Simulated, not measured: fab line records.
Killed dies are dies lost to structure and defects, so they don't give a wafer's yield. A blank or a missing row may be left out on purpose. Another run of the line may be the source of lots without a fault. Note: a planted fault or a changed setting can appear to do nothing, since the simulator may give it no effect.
What tool caused it? || flow berkeley_cmos170 || 14 lots, 42 wafers sampled, at 4 steps of a route of 331

WHAT THE GAUGES READ, wafer by wafer
UCB170_NSD_TW_MEAS_10. Usual: NSD_TW gives 4176 (standard deviation 40).
{"lot": "L301", "measured": "day 8 14:17", "on": "film_metro-01", "NSD_TW": "4164 4176 4169", "flag": ""}
{"lot": "L302", "measured": "day 8 14:32", "on": "film_metro-02", "NSD_TW": "4224 4200 4221", "flag": ""}
{"lot": "L303", "measured": "day 8 17:47", "on": "film_metro-02", "NSD_TW": "4249 4221 4212", "flag": ""}
{"lot": "L307", "measured": "day 9 16:37", "on": "film_metro-02", "NSD_TW": "4217 4232 4213", "flag": ""}
{"lot": "L312", "measured": "day 10 06:10", "on": "film_metro-02", "NSD_TW": "4312 4304 4306", "flag": "OFF"}
{"lot": "L311", "measured": "day 10 06:26", "on": "film_metro-02", "NSD_TW": "4312 4282 4315", "flag": "OFF"}
{"lot": "L313", "measured": "day 10 17:35", "on": "film_metro-02", "NSD_TW": "4181 4207 4205", "flag": ""}
{"lot": "L314", "measured": "day 10 17:53", "on": "film_metro-01", "NSD_TW": "4179 4150 4150", "flag": ""}
{"lot": "L318", "measured": "day 10 21:23", "on": "film_metro-02", "NSD_TW": "4213 4216 4229", "flag": ""}
{"lot": "L317", "measured": "day 11 04:21", "on": "film_metro-02", "NSD_TW": "4225 4221 4250", "flag": ""}
{"lot": "L319", "measured": "day 11 04:25", "on": "film_metro-01", "NSD_TW": "4154 4187 4172", "flag": ""}
{"lot": "L320", "measured": "day 11 12:23", "on": "film_metro-03", "NSD_TW": "4125 4127 4132", "flag": ""}
{"lot": "L321", "measured": "day 12 11:13", "on": "film_metro-01", "NSD_TW": "4126 4135 4139", "flag": ""}
{"lot": "L322", "measured": "day 12 11:25", "on": "film_metro-02", "NSD_TW": "4197 4212 4196", "flag": ""}

UCB170_SDANNEAL_RS_MEAS_03: a four-point-probe measurement. Usual: NSD_RS gives 37.24 ohm/sq (standard deviation 0.098).
{"lot": "L301", "measured": "day 8 15:30", "on": "film_metro-03", "NSD_RS (ohm/sq)": "37.28 37.25 37.25", "flag": ""}
{"lot": "L302", "measured": "day 8 15:47", "on": "film_metro-01", "NSD_RS (ohm/sq)": "37.09 37.22 37.12", "flag": ""}
{"lot": "L303", "measured": "day 8 19:01", "on": "film_metro-03", "NSD_RS (ohm/sq)": "37.17 37.30 37.16", "flag": ""}
{"lot": "L307", "measured": "day 9 18:55", "on": "film_metro-03", "NSD_RS (ohm/sq)": "37.09 37.17 37.23", "flag": ""}
{"lot": "L312", "measured": "day 10 07:28", "on": "film_metro-02", "NSD_RS (ohm/sq)": "36.42 36.45 36.36", "flag": "OFF"}
{"lot": "L311", "measured": "day 10 07:55", "on": "film_metro-03", "NSD_RS (ohm/sq)": "36.42 36.38 36.35", "flag": "OFF"}
{"lot": "L313", "measured": "day 10 18:53", "on": "film_metro-03", "NSD_RS (ohm/sq)": "37.40 37.41 37.32", "flag": ""}
{"lot": "L314", "measured": "day 10 19:26", "on": "film_metro-02", "NSD_RS (ohm/sq)": "37.10 37.18 37.12", "flag": ""}
{"lot": "L318", "measured": "day 10 22:53", "on": "film_metro-02", "NSD_RS (ohm/sq)": "37.13 37.27 37.17", "flag": ""}
{"lot": "L317", "measured": "day 11 05:49", "on": "film_metro-03", "NSD_RS (ohm/sq)": "37.41 37.46 37.43", "flag": ""}
{"lot": "L319", "measured": "day 11 05:58", "on": "film_metro-02", "NSD_RS (ohm/sq)": "37.44 37.45 37.45", "flag": ""}
{"lot": "L320", "measured": "day 11 13:54", "on": "film_metro-01", "NSD_RS (ohm/sq)": "37.26 37.30 37.24", "flag": ""}
{"lot": "L321", "measured": "day 12 12:25", "on": "film_metro-01", "NSD_RS (ohm/sq)": "37.14 37.19 37.08", "flag": ""}
{"lot": "L322", "measured": "day 12 12:37", "on": "film_metro-03", "NSD_RS (ohm/sq)": "37.35 37.31 37.32", "flag": ""}

TOOL THAT RAN EACH LOT (tool first, then ch and the chambers of the sampled wafers, then the start)
{"lot": "L301", "UCB170_NSD_IMPLANT_08": "implanter-02 ch 0, day 8 14:02", "UCB170_NSD_STRIP_09": "plasma_asher-02 ch 0,1, day 8 14:11"}
{"lot": "L302", "UCB170_NSD_IMPLANT_08": "implanter-01 ch 0, day 8 14:19", "UCB170_NSD_STRIP_09": "plasma_asher-04 ch 0,1, day 8 14:27"}
{"lot": "L303", "UCB170_NSD_IMPLANT_08": "implanter-01 ch 0, day 8 17:34", "UCB170_NSD_STRIP_09": "plasma_asher-01 ch 0,1, day 8 17:41"}
{"lot": "L307", "UCB170_NSD_IMPLANT_08": "implanter-01 ch 0, day 9 16:23", "UCB170_NSD_STRIP_09": "plasma_asher-01 ch 0,1, day 9 16:31"}
{"lot": "L312", "UCB170_NSD_IMPLANT_08": "implanter-04 ch 0, day 10 05:56", "UCB170_NSD_STRIP_09": "plasma_asher-01 ch 0,1, day 10 06:04"}
{"lot": "L311", "UCB170_NSD_IMPLANT_08": "implanter-04 ch 0, day 10 06:11", "UCB170_NSD_STRIP_09": "plasma_asher-01 ch 0,1, day 10 06:20"}
{"lot": "L313", "UCB170_NSD_IMPLANT_08": "implanter-01 ch 0, day 10 17:20", "UCB170_NSD_STRIP_09": "plasma_asher-01 ch 0,1, day 10 17:29"}
{"lot": "L314", "UCB170_NSD_IMPLANT_08": "implanter-02 ch 0, day 10 17:39", "UCB170_NSD_STRIP_09": "plasma_asher-04 ch 0, day 10 17:46"}
{"lot": "L318", "UCB170_NSD_IMPLANT_08": "implanter-01 ch 0, day 10 21:09", "UCB170_NSD_STRIP_09": "plasma_asher-02 ch 1, day 10 21:16"}
{"lot": "L317", "UCB170_NSD_IMPLANT_08": "implanter-01 ch 0, day 11 04:07", "UCB170_NSD_STRIP_09": "plasma_asher-02 ch 0,1, day 11 04:14"}
{"lot": "L319", "UCB170_NSD_IMPLANT_08": "implanter-02 ch 0, day 11 04:11", "UCB170_NSD_STRIP_09": "plasma_asher-01 ch 0, day 11 04:19"}
{"lot": "L320", "UCB170_NSD_IMPLANT_08": "implanter-02 ch 0, day 11 12:10", "UCB170_NSD_STRIP_09": "plasma_asher-01 ch 0,1, day 11 12:19"}
{"lot": "L321", "UCB170_NSD_IMPLANT_08": "implanter-02 ch 0, day 12 10:58", "UCB170_NSD_STRIP_09": "plasma_asher-04 ch 0,1, day 12 11:07"}
{"lot": "L322", "UCB170_NSD_IMPLANT_08": "implanter-01 ch 0, day 12 11:10", "UCB170_NSD_STRIP_09": "plasma_asher-02 ch 0,1, day 12 11:19"}
- UCB170_NSD_IMPLANT_08
- UCB170_NSD_STRIP_09: strips in O2.

WHAT THE TOOLS THEMSELVES READ (means of the sampled wafers that have a number; where no wafer has one, the mark that the record gives instead)
UCB170_NSD_IMPLANT_08. Usual: beam_energy_keV 40.000, standard deviation 0.013; end_station_pressure_torr 1.26e-05 Torr, standard deviation 6.4e-07.
{"lot": "L301", "tool": "implanter-02", "beam_energy_keV": 39.986, "end_station_pressure_torr (Torr)": 1.21e-05, "flag": ""}
{"lot": "L302", "tool": "implanter-01", "beam_energy_keV": 40.005, "end_station_pressure_torr (Torr)": 1.27e-05, "flag": ""}
{"lot": "L303", "tool": "implanter-01", "beam_energy_keV": 40.011, "end_station_pressure_torr (Torr)": 1.28e-05, "flag": ""}
{"lot": "L307", "tool": "implanter-01", "beam_energy_keV": 40.012, "end_station_pressure_torr (Torr)": 1.24e-05, "flag": ""}
{"lot": "L312", "tool": "implanter-04", "beam_energy_keV": 43.104, "end_station_pressure_torr (Torr)": 1.25e-05, "flag": "OFF"}
{"lot": "L311", "tool": "implanter-04", "beam_energy_keV": 43.078, "end_station_pressure_torr (Torr)": 1.30e-05, "flag": "OFF"}
{"lot": "L313", "tool": "implanter-01", "beam_energy_keV": 40.017, "end_station_pressure_torr (Torr)": 1.23e-05, "flag": ""}
{"lot": "L314", "tool": "implanter-02", "beam_energy_keV": 39.993, "end_station_pressure_torr (Torr)": 1.35e-05, "flag": ""}
{"lot": "L318", "tool": "implanter-01", "beam_energy_keV": 40.008, "end_station_pressure_torr (Torr)": 1.30e-05, "flag": ""}
{"lot": "L317", "tool": "implanter-01", "beam_energy_keV": 40.004, "end_station_pressure_torr (Torr)": 1.26e-05, "flag": ""}
{"lot": "L319", "tool": "implanter-02", "beam_energy_keV": 40.003, "end_station_pressure_torr (Torr)": 1.27e-05, "flag": ""}
{"lot": "L320", "tool": "implanter-02", "beam_energy_keV": 40.000, "end_station_pressure_torr (Torr)": 1.24e-05, "flag": ""}
{"lot": "L321", "tool": "implanter-02", "beam_energy_keV": 39.996, "end_station_pressure_torr (Torr)": 1.30e-05, "flag": ""}
{"lot": "L322", "tool": "implanter-01", "beam_energy_keV": 39.994, "end_station_pressure_torr (Torr)": 1.27e-05, "flag": ""}

UCB170_NSD_STRIP_09. Usual: drypump_motor_current_A 5.7 A, standard deviation 0.51; o2_flow_sccm 400.2 sccm, standard deviation 1.3; oes_product_au 0.534 a.u., standard deviation 0.0046; strip_time_to_endpoint_s 35.82 s, standard deviation 0.079.
{"lot": "L301", "tool": "plasma_asher-02", "drypump_motor_current_A (A)": 5.4, "o2_flow_sccm (sccm)": 400.8, "oes_product_au (a.u.)": 0.532, "strip_time_to_endpoint_s (s)": 35.77, "flag": ""}
{"lot": "L302", "tool": "plasma_asher-04", "drypump_motor_current_A (A)": 5.4, "o2_flow_sccm (sccm)": 399.1, "oes_product_au (a.u.)": 0.536, "strip_time_to_endpoint_s (s)": 35.88, "flag": ""}
{"lot": "L303", "tool": "plasma_asher-01", "drypump_motor_current_A (A)": 6.2, "o2_flow_sccm (sccm)": 400.4, "oes_product_au (a.u.)": 0.531, "strip_time_to_endpoint_s (s)": 35.84, "flag": ""}
{"lot": "L307", "tool": "plasma_asher-01", "drypump_motor_current_A (A)": 6.2, "o2_flow_sccm (sccm)": 400.2, "oes_product_au (a.u.)": 0.532, "strip_time_to_endpoint_s (s)": 35.89, "flag": ""}
{"lot": "L312", "tool": "plasma_asher-01", "drypump_motor_current_A (A)": 6.2, "o2_flow_sccm (sccm)": 399.6, "oes_product_au (a.u.)": 0.523, "strip_time_to_endpoint_s (s)": 36.94, "flag": "OFF"}
{"lot": "L311", "tool": "plasma_asher-01", "drypump_motor_current_A (A)": 6.2, "o2_flow_sccm (sccm)": 399.2, "oes_product_au (a.u.)": 0.523, "strip_time_to_endpoint_s (s)": 36.98, "flag": "OFF"}
{"lot": "L313", "tool": "plasma_asher-01", "drypump_motor_current_A (A)": 6.2, "o2_flow_sccm (sccm)": 400.6, "oes_product_au (a.u.)": 0.533, "strip_time_to_endpoint_s (s)": 35.78, "flag": ""}
{"lot": "L314", "tool": "plasma_asher-04", "drypump_motor_current_A (A)": 5.2, "o2_flow_sccm (sccm)": 399.8, "oes_product_au (a.u.)": 0.536, "strip_time_to_endpoint_s (s)": 35.81, "flag": ""}
{"lot": "L318", "tool": "plasma_asher-02", "drypump_motor_current_A (A)": 5.7, "o2_flow_sccm (sccm)": 399.5, "oes_product_au (a.u.)": 0.528, "strip_time_to_endpoint_s (s)": 35.72, "flag": ""}
{"lot": "L317", "tool": "plasma_asher-02", "drypump_motor_current_A (A)": 5.2, "o2_flow_sccm (sccm)": 401.3, "oes_product_au (a.u.)": 0.536, "strip_time_to_endpoint_s (s)": 35.76, "flag": ""}
{"lot": "L319", "tool": "plasma_asher-01", "drypump_motor_current_A (A)": 6.2, "o2_flow_sccm (sccm)": 399.5, "oes_product_au (a.u.)": 0.539, "strip_time_to_endpoint_s (s)": 35.65, "flag": ""}
{"lot": "L320", "tool": "plasma_asher-01", "drypump_motor_current_A (A)": 6.2, "o2_flow_sccm (sccm)": 400.5, "oes_product_au (a.u.)": 0.533, "strip_time_to_endpoint_s (s)": 35.76, "flag": ""}
{"lot": "L321", "tool": "plasma_asher-04", "drypump_motor_current_A (A)": 5.4, "o2_flow_sccm (sccm)": 400.6, "oes_product_au (a.u.)": 0.536, "strip_time_to_endpoint_s (s)": 35.84, "flag": ""}
{"lot": "L322", "tool": "plasma_asher-02", "drypump_motor_current_A (A)": 5.4, "o2_flow_sccm (sccm)": 399.4, "oes_product_au (a.u.)": 0.533, "strip_time_to_endpoint_s (s)": 35.75, "flag": ""}

THE ANSWER, worked out from the rows above alone
Rule: take the mean of a lot's wafers that have a number; if it is more than 3 standard deviations from the usual mean, the lot is off. A lot without any number at a reading at which 4 lots or more have one is off too. The other lots that the step has rows for count as sound. First the gauges in route order, then the tools' own readings, where a lot's mean is used as printed above. At the first step where some lot is off, the reading lying furthest off is the one used; lots without a number count as furthest.
Off: at UCB170_NSD_TW_MEAS_10 (NSD_TW), L312, L311.
A tool fits if, at a process step before that reading, it ran every lot that is off, and no sound lot after the first of them. Not tried: the gauges at UCB170_NSD_TW_MEAS_10; whatever is off there is also off at UCB170_NSD_IMPLANT_08, on other tools, and gauge error can't account for it. One candidate fits, namely implanter-04 at UCB170_NSD_IMPLANT_08. It ran no sound lot before its first lot that is off in this sample, so the start can't be narrowed down.
The tool's own readings at UCB170_NSD_IMPLANT_08 bear it out: on the lots that are off they differ by more than 5 times the standard deviation of the sound lots' means. beam_energy_keV reads 43.091 there against 40.002 on the sound lots.

WHAT HAD BEEN PUT IN BY THE SIMULATOR
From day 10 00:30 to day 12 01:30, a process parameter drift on implanter-04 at UCB170_NSD_IMPLANT_08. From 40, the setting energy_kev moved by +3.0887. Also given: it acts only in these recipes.
Lots struck among those shown: L312, L311. Same finding as the rule above.
